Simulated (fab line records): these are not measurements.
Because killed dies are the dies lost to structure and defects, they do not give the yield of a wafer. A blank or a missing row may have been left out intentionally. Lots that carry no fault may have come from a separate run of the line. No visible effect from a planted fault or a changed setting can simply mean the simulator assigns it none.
fab line records	flow berkeleyCmos170
[record] lots = 15	wafers = 45	lastDay = 11
route steps=331 shown PWELL@50 M1@249 V1@267 M3@325
lots with no fault: from the same line, run without faults
startH: hours from the record's opening day to when the first of the lot's shown wafers began	waitH: time in hours since the lot's previous step	" same as the row above	L1.1+2: one row covering several wafers at once	- no value, or no start given	* or withheld: withheld	< > ~ a bound
route shown NAME@n: NAME is a module with steps in the file, n the number in the route of the first one	usual: mean/standard deviation taken from wafers without a fault	same: alike in all rows	chamber/n: place in a boat	sites: readings site by site	_std_site: standard deviation of those values	_edge_site: the outer-site mean with the inner-site mean subtracted	radiusMm: for every site, how far away it sits from the centre of the wafer	mask NAME#n: copy n	behind: tool/chamber where the wafer was last shaped	hold: the reason the lot was held/the length of the hold in hours/how it ended	device: the transistor (n, p or np) that didn't switch	end of line: tests run on the same wafers once the route is complete	where a step has no rows: the recipe by itself	killed: dies that structure and defects cost at the first sort, which is not the same as the wafer's yield	map: the dies of a wafer, with x for killed, . for not killed, _ for no die there
set.NAME: the setting that was run; set.NAME@STEP: the one run at that earlier step	model.NAME: the simulator's own value behind a step, which no gauge read
one table for each step of the route and one row for each wafer, over a sample of lots
services: from which hour (startH, from the record's first day; less than 0 if before it) a tool's chamber was out of use, for how many hours, and why
[[steps]]
[step UCB170_PWELL_STRIP_16]
[recipe] chemistry = O2	powerW = 400	pressureMtorr = 3500	platenTempC = withheld	o2FlowSccm = 400	overashFraction = 0.5
[usual] chamberPressureMTorr = 3500/3.1	drypumpMotorCurrentA = 5.7/0.38	oesProductAu = 0.721/0.0047	stripTimeToEndpointS = 18.06/0.088
lot.wafer	tool	chamber	startH	waitH	chamberPressureMTorr	drypumpMotorCurrentA	oesProductAu	rfHoursCounterH	stripTimeToEndpointS
L675.1	plasmaAsher-02	0	49.56	0.1	3500	6.2	0.722	32	17.96
L675.2	"	1	"	"	3495	5.6	0.722	32	18.07
L675.4	"	0	"	"	3497	6.2	0.730	-	18.07
L678.4	plasmaAsher-01	1	59.01	0.1	3502	5.8	0.722	-	18.03
L678.5	"	1	"	"	3500	5.8	0.724	-	18.21
L678.6	"	0	"	"	3501	5.1	0.716	-	18.09
L677.1	plasmaAsher-02	0	59.17	0.1	3496	6.2	0.721	33	18.06
L677.3	"	0	"	"	3507	6.2	0.724	-	18.00
L677.6	"	0	"	"	3504	6.2	0.725	-	18.08
L679.1	plasmaAsher-02	0	63.25	0.1	3502	6.2	0.718	34	18.14
L679.3	"	1	"	"	3501	5.6	0.716	-	18.00
L679.5	"	0	"	"	3498	6.2	0.718	-	17.97
L681.2	plasmaAsher-03	1	72.63	0.1	3504	6.1	0.719	38	17.87
L681.5	"	1	"	"	3494	6.1	0.721	-	18.05
L681.6	"	0	"	"	3498	5.7	0.725	-	17.95
L683.2	plasmaAsher-02	1	90.45	0.1	-	-	-	-	-
L683.4	"	1	"	"	-	-	-	-	-
L683.5	"	0	"	"	-	-	-	-	-
L684.1	plasmaAsher-02	0	90.83	0.1	-	-	-	-	-
L684.2	"	1	"	"	-	-	-	-	-
L684.6	"	1	"	"	-	-	-	-	-
L685.2	plasmaAsher-01	0	96.00	0.1	-	-	-	-	-
L685.3	"	1	"	"	-	-	-	-	-
L685.4	"	0	"	"	-	-	-	-	-
L692.3	plasmaAsher-01	1	146.53	0.1	3500	5.8	0.714	-	18.05
L692.4	"	0	"	"	3501	5.1	0.729	-	18.11
L692.5	"	0	"	"	3500	5.1	0.720	-	18.09
L693.1	plasmaAsher-02	1	146.68	0.1	3498	5.6	0.715	43	18.17
L693.5	"	1	"	"	3501	5.6	0.721	-	18.22
L693.6	"	0	"	"	3496	6.2	0.720	-	18.22
L694.1	plasmaAsher-03	1	146.77	0.1	3502	6.1	0.716	3	18.02
L694.2	"	0	"	"	3508	5.7	0.726	3	18.11
L694.4	"	0	"	"	3502	5.6	0.725	-	18.14
L695.2	plasmaAsher-01	1	147.05	0.1	3508	5.8	0.712	44	17.96
L695.4	"	0	"	"	3499	5.1	0.727	-	17.95
L695.5	"	0	"	"	3495	5.1	0.722	-	17.91
L696.1	plasmaAsher-03	0	152.43	0.1	3498	5.7	0.724	4	18.00
L696.2	"	1	"	"	3498	6.0	0.722	4	18.05
L696.3	"	1	"	"	3500	6.1	0.716	-	18.08
L697.1	plasmaAsher-01	1	152.57	0.1	3499	5.8	0.720	44	18.19
L697.2	"	0	"	"	3500	5.2	0.722	44	18.20
L697.4	"	0	"	"	3498	5.1	0.721	-	18.16
L698.2	plasmaAsher-02	0	166.46	0.1	3498	6.2	0.714	45	18.13
L698.3	"	0	"	"	3500	6.2	0.718	-	18.11
L698.4	"	1	"	"	3502	5.6	0.721	-	18.11
[step UCB170_M1_ETCH_11]
[recipe] chemistry = N2/H2	targetDepthA = withheld	overetchA = withheld	target = BARC	timeS = withheld	sourceW = 500	biasW = 100	pressureMtorr = 30	n2FlowSccm = 100	h2FlowSccm = 200
[usual] drypumpMotorCurrentA = 5.8/0.42	oesProductAu = 1.002/0.015	throttleValvePct = 13.23/0.14
lot.wafer	tool	chamber	startH	waitH	drypumpMotorCurrentA	oesProductAu	throttleValvePct
L675.1	rieDiel-04	3	159.09	0.0	5.9	0.997	13.44
L675.2	"	2	"	"	6.6	0.983	13.22
L675.4	"	3	"	"	5.9	1.010	13.42
L677.1	rieDiel-03	0	159.56	0.0	5.8	0.995	13.35
L677.3	"	3	"	"	4.8	1.010	13.36
L677.6	"	0	"	"	5.8	1.000	13.36
L678.4	rieDiel-01	0	159.83	0.0	5.6	1.000	13.15
L678.5	"	1	"	"	5.9	1.001	13.02
L678.6	"	2	"	"	6.0	1.019	13.32
L681.2	rieDiel-03	1	164.51	0.0	5.4	0.976	13.56
L681.5	"	0	"	"	5.8	1.002	13.35
L681.6	"	3	"	"	4.8	1.015	13.36
L679.1	rieDiel-01	3	164.78	0.0	5.5	1.035	13.10
L679.3	"	2	"	"	5.9	1.015	13.33
L679.5	"	1	"	"	6.0	0.993	13.04
L696.1	rieDiel-01	1	241.43	0.0	5.9	1.021	13.03
L696.2	"	3	"	"	5.5	1.020	13.11
L696.3	"	2	"	"	5.9	1.006	13.33
L694.1	rieDiel-01	2	242.40	0.0	5.9	1.008	13.32
L694.2	"	1	"	"	6.0	1.014	13.06
L694.4	"	0	"	"	5.7	1.016	13.18
L695.2	rieDiel-01	0	243.58	0.0	5.6	0.999	13.15
L695.4	"	1	"	"	5.9	1.014	13.04
L695.5	"	3	"	"	5.5	1.005	13.12
L697.1	rieDiel-01	3	243.86	0.0	5.5	1.023	13.10
L697.2	"	2	"	"	6.0	1.010	13.33
L697.4	"	1	"	"	5.9	1.030	13.05
L692.3	rieDiel-04	1	244.12	0.0	5.7	0.977	13.18
L692.4	"	0	"	"	6.5	0.985	13.18
L692.5	"	2	"	"	6.6	0.998	13.22
L693.1	rieDiel-01	1	245.14	0.0	5.9	1.033	13.05
L693.5	"	3	"	"	5.5	1.012	13.12
L693.6	"	2	"	"	5.9	1.028	13.33
L698.2	rieDiel-04	0	245.47	0.0	6.5	0.986	13.18
L698.3	"	1	"	"	5.7	0.986	13.16
L698.4	"	2	"	"	6.6	0.987	13.21
[step UCB170_V1_OVL_MEAS_13]
[usual] V1_OVL = 2/4.4
lot.wafer	tool	chamber	startH	waitH	V1_OVL[nm]
L675.1	overlay-01	-	163.68	0.1	5
L675.2	"	-	"	"	-4
L675.4	"	-	"	"	-3
L677.1	overlay-01	-	164.10	0.1	0
L677.3	"	-	"	"	-2
L677.6	"	-	"	"	11
L678.4	overlay-02	-	166.05	0.1	4
L678.5	"	-	"	"	7
L678.6	"	-	"	"	1
L679.1	overlay-01	-	170.60	0.1	2
L679.3	"	-	"	"	-2
L679.5	"	-	"	"	0
L681.2	overlay-01	-	170.88	0.1	2
L681.5	"	-	"	"	2
L681.6	"	-	"	"	10
L692.3	overlay-02	-	250.34	0.1	5
L692.4	"	-	"	"	11
L692.5	"	-	"	"	7
L697.1	overlay-01	-	250.40	0.1	1
L697.2	"	-	"	"	2
L697.4	"	-	"	"	-5
L696.1	overlay-02	-	250.45	0.1	9
L696.2	"	-	"	"	1
L696.3	"	-	"	"	6
L694.1	overlay-02	-	250.68	0.1	4
L694.2	"	-	"	"	2
L694.4	"	-	"	"	2
L695.2	overlay-01	-	250.96	0.1	-2
L695.4	"	-	"	"	-1
L695.5	"	-	"	"	-4
L693.1	overlay-01	-	252.40	0.1	-5
L693.5	"	-	"	"	-1
L693.6	"	-	"	"	2
L698.2	overlay-02	-	253.23	0.1	7
L698.3	"	-	"	"	11
L698.4	"	-	"	"	10
[step UCB170_M3_OVL_MEAS_16]
[usual] M3_OVL = -2/5.9
lot.wafer	tool	chamber	startH	waitH	M3_OVL[nm]
L675.1	overlay-01	-	172.50	0.1	-2
L675.2	"	-	"	"	-3
L675.4	"	-	"	"	-7
L677.1	overlay-02	-	174.65	0.1	7
L677.3	"	-	"	"	4
L677.6	"	-	"	"	8
L678.4	overlay-02	-	175.95	0.1	6
L678.5	"	-	"	"	8
L678.6	"	-	"	"	4
L679.1	overlay-02	-	182.24	0.1	4
L679.3	"	-	"	"	5
L679.5	"	-	"	"	7
L681.2	overlay-02	-	182.85	0.1	-6
L681.5	"	-	"	"	-8
L681.6	"	-	"	"	-5
L692.3	overlay-01	-	264.42	0.1	-1
L692.4	"	-	"	"	-14
L692.5	"	-	"	"	-2
L697.1	overlay-02	-	264.68	0.1	-1
L697.2	"	-	"	"	-13
L697.4	"	-	"	"	-8
L696.1	overlay-01	-	264.93	0.1	-4
L696.2	"	-	"	"	-8
L696.3	"	-	"	"	1
L694.1	overlay-02	-	265.01	0.1	-10
L694.2	"	-	"	"	-7
L694.4	"	-	"	"	-12
L695.2	overlay-01	-	265.05	0.1	3
L695.4	"	-	"	"	3
L695.5	"	-	"	"	1
L693.1	overlay-02	-	265.20	0.1	-9
L693.5	"	-	"	"	-4
L693.6	"	-	"	"	-10
L698.2	overlay-01	-	265.30	0.1	1
L698.3	"	-	"	"	-7
L698.4	"	-	"	"	6
[[services]]
tool	chamber	startH	hours	kind
rieDiel-03	1	28.17	4.4	repair
rieDiel-01	2	39.81	3.4	repair
plasmaAsher-03	-	42.89	1.8	repair
rieDiel-01	-	48.03	0.5	repair
rieDiel-04	2	67.35	4.5	repair
rieDiel-01	0	96.54	6.0	repair
rieDiel-03	2	108.32	1.7	repair
plasmaAsher-03	-	108.75	9.0	pm
plasmaAsher-03	0	108.75	9.0	ventCycle
plasmaAsher-03	1	108.75	9.0	ventCycle
plasmaAsher-03	0	117.75	-	clean
rieDiel-03	3	118.93	3.7	repair
rieDiel-01	-	122.59	2.8	pm
rieDiel-01	3	144.14	-	clean
rieDiel-01	3	144.14	18.0	scheduledDown
rieDiel-01	3	144.14	18.0	ventCycle
rieDiel-01	1	168.05	-	clean
rieDiel-01	1	168.05	20.3	scheduledDown
rieDiel-01	1	168.05	20.3	ventCycle
rieDiel-01	-	194.32	0.5	repair
rieDiel-01	3	201.18	4.9	repair
plasmaAsher-02	-	207.21	2.6	repair
rieDiel-03	-	215.94	28.1	pm
rieDiel-04	-	234.86	0.8	repair
[[key]]
[firstSign] step = UCB170_PWELL_STRIP_16	reading = toolRecord	direction = missing
effect none on later readings
metAt UCB170_PWELL_STRIP_16
struckLots L683,L684,L685
laterRowsLeftOut L683.2,L683.4,L683.5,L684.1,L684.2,L684.6,L685.2,L685.3,L685.4
sortLeftOut L683.2,L683.4,L683.5,L684.1,L684.2,L684.6,L685.2,L685.3,L685.4
testerLeftOut L683,L684,L685
notActingAt UCB170_M1_ETCH_11,UCB170_V1_OVL_MEAS_13,UCB170_M3_OVL_MEAS_16
onsetBetween 63.25 90.45
[fault] kind = skippedStepWhole	tool = plasmaAsher-01,plasmaAsher-02	chamber = -	onsetH = 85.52	steps = UCB170_PWELL_STRIP_16	scope = struckLotsOnly
// testerLeftOut: of these lots the tester's yield and bins aren't shown, on N5 and GAA mostly nor the transistor test; their killed dies are dies lost to structure and defects alone, not to doping, threshold or leakage, so they don't give the yield
// sortLeftOut: the simulated sort isn't trusted on such a fault, so these wafers' sort isn't shown, and their yield isn't known
// laterRowsLeftOut: the simulator's readings of these wafers behind a module that went badly wrong aren't trusted and aren't shown, but for the sort
